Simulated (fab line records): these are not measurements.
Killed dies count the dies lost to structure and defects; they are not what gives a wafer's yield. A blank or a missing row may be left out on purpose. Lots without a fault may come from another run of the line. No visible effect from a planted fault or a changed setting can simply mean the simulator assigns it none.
Which of the tools did it? | flow berkeley-cmos170 | Sampling: 15 lots, 45 wafers, 5 of 331 route steps

## WHAT THE GAUGES READ, wafer by wafer
UCB170_GATE_THK_MEAS_05. Usual: for GATE_POLY_THK the level is 214.8 nm and the standard deviation is 2.1.
lot  | measured     | on            | GATE_POLY_THK (nm) | flag
L357 | day 5 23:36  | film-metro-02 | 213.8 214.3 214.0  |
L359 | day 5 23:38  | film-metro-03 | 211.1 210.3 212.8  |
L368 | day 8 04:31  | film-metro-02 | 215.0 216.0 215.0  |
L366 | day 8 04:31  | film-metro-04 | 215.8 214.9 214.1  |
L367 | day 8 04:35  | film-metro-04 | 215.2 215.2 213.8  |
L369 | day 8 20:40  | film-metro-02 | 215.1 215.2 215.1  |
L370 | day 8 20:40  | film-metro-04 | 213.3 211.6 211.0  |
L371 | day 9 03:00  | film-metro-04 | 213.5 212.2 213.6  |
L372 | day 9 10:40  | film-metro-04 | 215.9 217.9 217.8  |
L375 | day 10 07:08 | film-metro-02 | 212.7 213.5 213.0  |
L376 | day 10 07:08 | film-metro-03 | 214.5 215.1 213.5  |
L374 | day 10 07:12 | film-metro-02 | 213.7 214.1 213.2  |
L377 | day 10 16:22 | film-metro-04 | 217.5 218.7 218.2  |
L378 | day 10 16:23 | film-metro-02 | 218.3 215.4 217.4  |
L379 | day 11 04:54 | film-metro-03 | 215.5 215.1 213.4  |

UCB170_NSD_CD_MEAS_06: target cd 1200 nm. Usual: cd-nm 1199.7 nm, standard deviation 1.4.
lot  | measured     | on        | cd-nm (nm)           | flag
L357 | day 6 16:11  | cd-sem-01 | 1198.7 1198.2 1198.8 |
L359 | day 6 15:52  | cd-sem-01 | 1201.6 1200.6 1200.7 |
L368 | day 8 17:29  | cd-sem-01 | 1199.9 1199.3 1198.6 |
L366 | day 8 17:46  | cd-sem-01 | 1198.4 1200.3 1199.4 |
L367 | day 8 17:55  | cd-sem-01 | 1200.9 1202.5 1201.9 |
L369 | day 9 12:50  | cd-sem-01 | 1199.5 1198.4 1198.5 |
L370 | day 9 12:36  | cd-sem-02 | 1198.3 1199.1 1199.6 |
L371 | day 9 16:36  | cd-sem-01 | 1200.7 1199.8 1201.3 |
L372 | day 9 23:33  | cd-sem-02 | 1198.9 1200.1 1198.8 |
L375 | day 10 21:33 | cd-sem-02 | 1201.8 1203.2 1201.8 |
L376 | day 10 21:17 | cd-sem-01 | 1199.8 1199.6 1199.9 |
L374 | day 10 21:47 | cd-sem-01 | 1197.7 1197.1 1197.4 |
L377 | day 11 04:09 | cd-sem-02 | 1199.1 1198.3 1197.9 |
L378 | day 11 04:27 | cd-sem-01 | 1200.6 1200.5 1200.3 |
L379 | day 11 20:59 | cd-sem-01 | 1200.1 1199.9 1200.5 |

UCB170_NSD_TW_MEAS_10. Usual: for NSD_TW the level is 4191 and the standard deviation is 65.
lot  | measured     | on            | NSD_TW            | flag
L357 | day 6 16:35  | film-metro-04 | 4216 4223 4200    |
L359 | day 6 16:14  | film-metro-04 | 4242 4215 4222    |
L368 | day 8 17:53  | film-metro-02 | 29 29 29 30 30 30 | OFF
L366 | day 8 18:10  | film-metro-02 | 29 30 29 30 30 29 | OFF
L367 | day 8 18:18  | film-metro-04 | 30 30 30 30 30 30 | OFF
L369 | day 9 13:14  | film-metro-02 | 4080 4088 4092    |
L370 | day 9 13:00  | film-metro-04 | 4194 4196 4216    |
L371 | day 9 16:59  | film-metro-02 | 4105 4107 4105    |
L372 | day 9 23:57  | film-metro-02 | 4090 4113 4108    |
L375 | day 10 21:57 | film-metro-01 | 4243 4246 4254    |
L376 | day 10 21:41 | film-metro-02 | 4136 4116 4121    |
L374 | day 10 22:11 | film-metro-04 | 4218 4216 4203    |
L377 | day 11 04:34 | film-metro-02 | 4139 4158 4159    |
L378 | day 11 04:50 | film-metro-04 | 4196 4194 4198    |
L379 | day 11 21:23 | film-metro-01 | 4257 4269 4272    |

## TOOL THAT RAN EACH LOT (tool first, then ch and the chambers of the sampled wafers, then the start)
lot  | UCB170_NSD_IMPLANT_08           | UCB170_NSD_STRIP_09
L357 | implanter-04 ch 0, day 6 16:20  | plasma-asher-02 ch 1, day 6 16:29
L359 | implanter-01 ch 0, day 6 16:02  | plasma-asher-03 ch 0,1, day 6 16:08
L368 | implanter-02, day 8 17:38       | plasma-asher-04 ch 0,1, day 8 17:47
L366 | implanter-01, day 8 17:56       | plasma-asher-02 ch 0,1, day 8 18:04
L367 | implanter-02, day 8 18:05       | plasma-asher-03 ch 0,1, day 8 18:13
L369 | implanter-04 ch 0, day 9 12:59  | plasma-asher-04 ch 0,1, day 9 13:08
L370 | implanter-01 ch 0, day 9 12:45  | plasma-asher-02 ch 0,1, day 9 12:54
L371 | implanter-01 ch 0, day 9 16:46  | plasma-asher-03 ch 0,1, day 9 16:54
L372 | implanter-04 ch 0, day 9 23:43  | plasma-asher-02 ch 0,1, day 9 23:50
L375 | implanter-02 ch 0, day 10 21:43 | plasma-asher-03 ch 0,1, day 10 21:50
L376 | implanter-01 ch 0, day 10 21:27 | plasma-asher-04 ch 0,1, day 10 21:35
L374 | implanter-04 ch 0, day 10 21:57 | plasma-asher-02 ch 0,1, day 10 22:05
L377 | implanter-04 ch 0, day 11 04:19 | plasma-asher-03 ch 0,1, day 11 04:28
L378 | implanter-02 ch 0, day 11 04:37 | plasma-asher-04 ch 0,1, day 11 04:44
L379 | implanter-04 ch 0, day 11 21:08 | plasma-asher-02 ch 0,1, day 11 21:17
- UCB170_NSD_IMPLANT_08
- UCB170_NSD_STRIP_09: strips in O2.

## AS READ BY THE TOOLS THEMSELVES (means over the sampled wafers that have a number; for cases with no such wafer, the mark the record gives instead)
UCB170_NSD_IMPLANT_08. Usual: beam-energy-keV 40.001, standard deviation 0.012; beam-on-s 10.01 s, standard deviation 0.17.
lot  | tool         | beam-energy-keV | beam-on-s (s) | flag
L357 | implanter-04 | 40.015          | 9.95          |
L359 | implanter-01 | 39.989          | 9.89          |
L368 | implanter-02 | -               | -             | OFF
L366 | implanter-01 | -               | -             | OFF
L367 | implanter-02 | -               | -             | OFF
L369 | implanter-04 | 40.012          | 10.05         |
L370 | implanter-01 | 40.016          | 10.10         |
L371 | implanter-01 | 40.008          | 10.00         |
L372 | implanter-04 | 39.980          | 9.86          |
L375 | implanter-02 | 39.999          | 10.00         |
L376 | implanter-01 | 40.000          | 10.08         |
L374 | implanter-04 | 39.989          | 9.94          |
L377 | implanter-04 | 40.008          | 10.06         |
L378 | implanter-02 | 39.991          | 10.10         |
L379 | implanter-04 | 40.012          | 10.04         |

UCB170_NSD_STRIP_09. Usual: drypump-motor-current-A 5.9 A, standard deviation 0.64; oes-product-au 0.533 a.u., standard deviation 0.0042; strip-time-to-endpoint-s 35.85 s, standard deviation 0.065.
lot  | tool            | drypump-motor-current-A (A) | oes-product-au (a.u.) | strip-time-to-endpoint-s (s) | flag
L357 | plasma-asher-02 | 6.5                         | 0.535                 | 35.89                        |
L359 | plasma-asher-03 | 6.0                         | 0.529                 | 35.87                        |
L368 | plasma-asher-04 | 5.6                         | 0.735                 | 21.73                        | OFF
L366 | plasma-asher-02 | 6.3                         | 0.740                 | 21.76                        | OFF
L367 | plasma-asher-03 | 5.5                         | 0.732                 | 21.67                        | OFF
L369 | plasma-asher-04 | 5.6                         | 0.529                 | 35.88                        |
L370 | plasma-asher-02 | 6.3                         | 0.531                 | 35.81                        |
L371 | plasma-asher-03 | 6.0                         | 0.533                 | 35.84                        |
L372 | plasma-asher-02 | 6.0                         | 0.531                 | 35.88                        |
L375 | plasma-asher-03 | 5.5                         | 0.532                 | 35.80                        |
L376 | plasma-asher-04 | 5.6                         | 0.533                 | 35.83                        |
L374 | plasma-asher-02 | 6.3                         | 0.528                 | 35.78                        |
L377 | plasma-asher-03 | 6.0                         | 0.533                 | 35.83                        |
L378 | plasma-asher-04 | 5.2                         | 0.533                 | 35.94                        |
L379 | plasma-asher-02 | 6.0                         | 0.535                 | 35.83                        |

## THE ANSWER, worked out from the rows above alone
Rule: a lot counts as off when the mean over its wafers that have a number is more than 3 standard deviations away from the usual mean. Also off: a lot with no number at a reading for which 4 or more lots have one. Any other lot the step has rows for is counted as sound. The gauges are gone through in route order, then the tools' own readings, and for those a lot's mean is taken as printed above. At the first step where some lot is off, the reading lying furthest off is the one used; lots without a number count as furthest.
Off: L368, L366, L367, at UCB170_NSD_TW_MEAS_10 (NSD_TW).
If a tool, at a process step before that reading, ran all the lots that are off and no sound lot after the first of them, it fits. Not tried: the gauges at UCB170_NSD_TW_MEAS_10; whatever is off there is also off at UCB170_NSD_IMPLANT_08, on other tools, and gauge error can't account for it. Not one of the candidates tried fits.

## WHAT THE SIMULATOR HAD INSERTED
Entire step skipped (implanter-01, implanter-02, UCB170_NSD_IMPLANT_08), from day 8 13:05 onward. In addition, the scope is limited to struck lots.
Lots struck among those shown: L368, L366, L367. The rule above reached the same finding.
